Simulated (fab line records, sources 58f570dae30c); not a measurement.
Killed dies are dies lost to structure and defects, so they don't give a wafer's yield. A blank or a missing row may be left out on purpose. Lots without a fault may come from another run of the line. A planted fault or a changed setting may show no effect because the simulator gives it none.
Which tool did it? | flow berkeley_cmos170 | 14 lots, 42 wafers sampled, at 5 steps of a route of 331

WHAT THE GAUGES READ, wafer by wafer
UCB170_NWELL_THK_MEAS_05. Usual: NWELL_NITRIDE_THK 224.1 nm, standard deviation 2.2.
lot  | measured    | on            | NWELL_NITRIDE_THK (nm) | flag
L400 | day 2 12:52 | film_metro-04 | 223.6 222.8 222.7      |
L401 | day 3 02:08 | film_metro-04 | 222.7 223.8 222.3      |
L402 | day 3 02:10 | film_metro-02 | 226.0 227.5 226.2      |
L403 | day 3 02:08 | film_metro-03 | 225.5 223.5 223.7      |
L404 | day 3 22:02 | film_metro-04 | 225.0 224.0 225.0      |
L405 | day 3 22:05 | film_metro-04 | 220.7 220.6 222.0      |
L406 | day 4 08:35 | film_metro-04 | 221.7 222.3 222.4      |
L408 | day 4 15:46 | film_metro-03 | 236.4 236.7 237.0      | OFF
L409 | day 4 15:46 | film_metro-02 | 232.8 232.6 233.6      | OFF
L410 | day 4 23:08 | film_metro-03 | 221.7 226.0 223.4      |
L411 | day 4 23:08 | film_metro-04 | 222.9 222.6 225.6      |
L413 | day 5 11:53 | film_metro-04 | 225.1 227.7 227.5      |
L420 | day 6 21:43 | film_metro-03 | 224.4 225.3 226.8      |
L421 | day 6 21:43 | film_metro-04 | 227.9 227.8 225.9      |

UCB170_GATE_CD_MEAS_12: target cd 350 nm. Usual: cd_nm 349.5 nm, standard deviation 1.6.
lot  | measured     | on        | cd_nm (nm)        | flag
L400 | day 7 14:32  | cd_sem-02 | 351.7 352.0 350.8 |
L401 | day 7 19:18  | cd_sem-01 | 349.7 350.2 348.8 |
L402 | day 7 19:03  | cd_sem-02 | 350.1 350.3 351.0 |
L403 | day 7 19:44  | cd_sem-02 | 348.3 348.0 348.3 |
L404 | day 9 05:51  | cd_sem-01 | 347.1 349.4 348.7 |
L405 | day 9 06:22  | cd_sem-02 | 347.2 348.0 347.2 |
L406 | day 9 06:05  | cd_sem-01 | 351.2 350.3 350.2 |
L408 | day 9 15:14  | cd_sem-01 | 349.9 349.1 350.0 |
L409 | day 9 15:05  | cd_sem-01 | 349.6 349.2 349.6 |
L410 | day 9 15:06  | cd_sem-02 | 348.0 347.5 346.1 |
L411 | day 9 14:55  | cd_sem-02 | 347.1 347.5 348.7 |
L413 | day 10 21:59 | cd_sem-01 | 348.5 348.9 349.0 |
L420 | day 11 16:22 | cd_sem-01 | 350.9 351.3 351.9 |
L421 | day 11 16:14 | cd_sem-01 | 351.6 351.8 350.3 |

UCB170_NLDD_OVL_MEAS_07. Usual: NLDD_OVL 5 nm, standard deviation 5.6.
lot  | measured     | on         | NLDD_OVL (nm) | flag
L400 | day 7 20:20  | overlay-01 | 3 4 -1        |
L401 | day 7 22:49  | overlay-02 | 5 1 5         |
L402 | day 7 22:26  | overlay-01 | 2 6 6         |
L403 | day 7 23:08  | overlay-01 | 6 2 4         |
L404 | day 9 10:12  | overlay-01 | 5 2 5         |
L405 | day 9 11:11  | overlay-01 | -1 2 3        |
L406 | day 9 10:31  | overlay-02 | 3 0 6         |
L408 | day 9 18:58  | overlay-01 | 10 1 -6       |
L409 | day 9 18:53  | overlay-02 | 8 8 9         |
L410 | day 9 18:46  | overlay-02 | 10 4 3        |
L411 | day 9 18:37  | overlay-02 | 11 16 5       |
L413 | day 11 03:08 | overlay-01 | 10 10 8       |
L420 | day 11 20:31 | overlay-02 | 5 0 4         |
L421 | day 11 20:15 | overlay-01 | -1 -5 4       |

UCB170_NLDD_TW_MEAS_11. Usual: NLDD_TW 2205, standard deviation 11.
lot  | measured     | on            | NLDD_TW        | flag
L400 | day 7 20:46  | film_metro-01 | 2213 2204 2195 |
L401 | day 7 23:15  | film_metro-03 | 2201 2211 2206 |
L402 | day 7 22:52  | film_metro-01 | 2206 2207 2216 |
L403 | day 7 23:34  | film_metro-02 | 2204 2212 2198 |
L404 | day 9 10:38  | film_metro-03 | 2217 2218 2228 |
L405 | day 9 11:37  | film_metro-02 | 2195 2210 2200 |
L406 | day 9 10:57  | film_metro-01 | 2187 2203 2195 |
L408 | day 9 19:35  | film_metro-01 | 2184 2183 2196 |
L409 | day 9 19:22  | film_metro-03 | 2209 2210 2218 |
L410 | day 9 19:17  | film_metro-01 | 2191 2191 2190 |
L411 | day 9 19:03  | film_metro-03 | 2235 2210 2211 |
L413 | day 11 03:35 | film_metro-01 | 2211 2203 2207 |
L420 | day 11 21:01 | film_metro-01 | 2213 2208 2207 |
L421 | day 11 20:44 | film_metro-02 | 2205 2205 2211 |

WHICH TOOL RAN EACH LOT (tool, then ch and the chambers of the sampled wafers, then the start)
lot  | UCB170_NWELL_CVD_04
L400 | lpcvd-01 ch 1, day 2 10:56
L401 | lpcvd-02 ch 0, day 3 00:11
L402 | lpcvd-02 ch 1, day 3 00:11
L403 | lpcvd-02 ch 0, day 3 00:11
L404 | lpcvd-02 ch 0, day 3 20:05
L405 | lpcvd-02 ch 1, day 3 20:05
L406 | lpcvd-02 ch 0, day 4 06:35
L408 | lpcvd-02 ch 1, day 4 12:51
L409 | lpcvd-02 ch 1, day 4 12:51
L410 | lpcvd-01 ch 0, day 4 21:12
L411 | lpcvd-01 ch 1, day 4 21:12
L413 | lpcvd-01 ch 1, day 5 09:57
L420 | lpcvd-01 ch 0, day 6 19:47
L421 | lpcvd-01 ch 0, day 6 19:47
- UCB170_NWELL_CVD_04: deposits Si3N4 from SiH2Cl2/NH3, target thk 224 nm, time 3360 s.

WHAT THE TOOLS THEMSELVES READ (means of the sampled wafers that have a number; where no wafer has one, the mark that the record gives instead)
UCB170_NWELL_CVD_04. Usual: sih2cl2_flow_sccm 25.00 sccm, standard deviation 0.076; spike_tc_centre_C 802.2 C, standard deviation 1; susceptor_temp_C 800.0 C, standard deviation 0.35.
lot  | tool     | sih2cl2_flow_sccm (sccm) | spike_tc_centre_C (C) | susceptor_temp_C (C) | flag
L400 | lpcvd-01 | 24.95                    | 802.3                 | 799.9                |
L401 | lpcvd-02 | 25.00                    | 801.7                 | 800.0                |
L402 | lpcvd-02 | 25.09                    | 802.4                 | 800.1                |
L403 | lpcvd-02 | 25.07                    | 801.1                 | 800.3                |
L404 | lpcvd-02 | 25.04                    | 802.2                 | 800.2                |
L405 | lpcvd-02 | 25.05                    | 802.4                 | 800.0                |
L406 | lpcvd-02 | 24.94                    | 801.3                 | 799.9                |
L408 | lpcvd-02 | 30.06                    | 803.2                 | 800.1                | OFF
L409 | lpcvd-02 | 29.92                    | 802.2                 | 800.1                | OFF
L410 | lpcvd-01 | 25.03                    | 802.3                 | 800.6                |
L411 | lpcvd-01 | 25.03                    | 802.9                 | 799.8                |
L413 | lpcvd-01 | 25.08                    | 802.3                 | 799.8                |
L420 | lpcvd-01 | 25.00                    | 801.1                 | 799.7                |
L421 | lpcvd-01 | 24.95                    | 802.1                 | 799.8                |

THE ANSWER, worked out from the rows above alone
Rule: a lot is off if the mean of its wafers that have a number lies more than 3 standard deviations from the usual mean. A lot without any number at a reading at which 4 lots or more have one is off too. The other lots that the step has rows for count as sound. The gauges are gone through in route order, then the tools' own readings, and for those a lot's mean is taken as printed above. The first step at which some lot is off is used, and at that step the reading that is off furthest; a lot without a number counts as furthest.
Off: L408, L409, at UCB170_NWELL_THK_MEAS_05 (NWELL_NITRIDE_THK).
A tool fits if, at a process step before that reading, it ran every lot that is off, and no sound lot after the first of them. The gauges at UCB170_NWELL_THK_MEAS_05 aren't tried: what is off there is off at UCB170_NWELL_CVD_04 too, on other tools, and a gauge's error can't cause that. One fits: lpcvd-02 at UCB170_NWELL_CVD_04. Its last sound lot is L406 (day 4 06:35), its first lot that is off L408 (day 4 12:51): a fault that began between those two fits.
The tool's own readings at UCB170_NWELL_CVD_04 bear it out: on the lots that are off they differ by more than 5 times the standard deviation of the sound lots' means. sih2cl2_flow_sccm reads 29.99 sccm there against 25.02 sccm on the sound lots.

WHAT THE SIMULATOR HAD PUT IN
Process parameter drift: lpcvd-02, from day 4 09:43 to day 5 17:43, at UCB170_NWELL_CVD_04. Setting sih2cl2_flow_sccm, moved by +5, from 25. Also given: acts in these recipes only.
Lots struck among those shown: L408, L409. The rule above found the same.
